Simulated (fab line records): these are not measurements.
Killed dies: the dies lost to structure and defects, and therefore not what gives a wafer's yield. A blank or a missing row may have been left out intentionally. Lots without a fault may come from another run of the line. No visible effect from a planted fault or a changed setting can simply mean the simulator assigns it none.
Matching of chambers | flow berkeleyCmos170 | UCB170_FIELD_WET_ETCH_05 on wetBench-02 has 3 sister chambers
The step etches Si3N4 in H3PO4, time 12600 s. 3 wafers are shown with their chamber, then 7 later ones without.

== WAFERS PAIRED WITH THEIR CHAMBERS ==
wafer  | chamber | bathGuardTempC (C)
L382.6 | 1       | 159.8
L386.6 | 2       | 160.1
L387.4 | 0       | 159.2

== WAFERS WITHOUT THEIR CHAMBER ==
wafer  | bathGuardTempC (C)
L387.5 | 159.6
L388.3 | 160.0
L388.5 | 160.0
L388.6 | 160.4
L389.4 | 159.7
L389.5 | 159.5
L389.6 | 159.4

== WHICH CHAMBER EACH ONE RAN IN ==
wafer  | from the rows above          | in truth
L387.5 | can't be placed: 1 or 0 or 2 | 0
L388.3 | can't be placed: 2 or 1      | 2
L388.5 | can't be placed: 2 or 1      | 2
L388.6 | can't be placed: 2 or 1      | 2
L389.4 | can't be placed: 1 or 2 or 0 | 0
L389.5 | can't be placed: 0 or 1 or 2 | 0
L389.6 | can't be placed: 0 or 1      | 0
Correct placement for 0 of the 7. From these rows, 7 cannot be placed; in 7 the true chamber is one of the candidates. 0 placed wrongly.
How it was worked out, from the rows above alone: a wafer's distance from a chamber is the root of the sum, over the readings, of the square of ((its reading less the chamber's mean) divided by the reading's scatter). If the next closest chamber is less than 2 further off than the closest, the wafer can't be placed; otherwise it belongs to the closest. For every chamber, the mean is computed from those of its wafers that are shown. The scatter: root of mean squared gap, hidden wafer to nearest shown wafer, with one shown wafer a chamber.
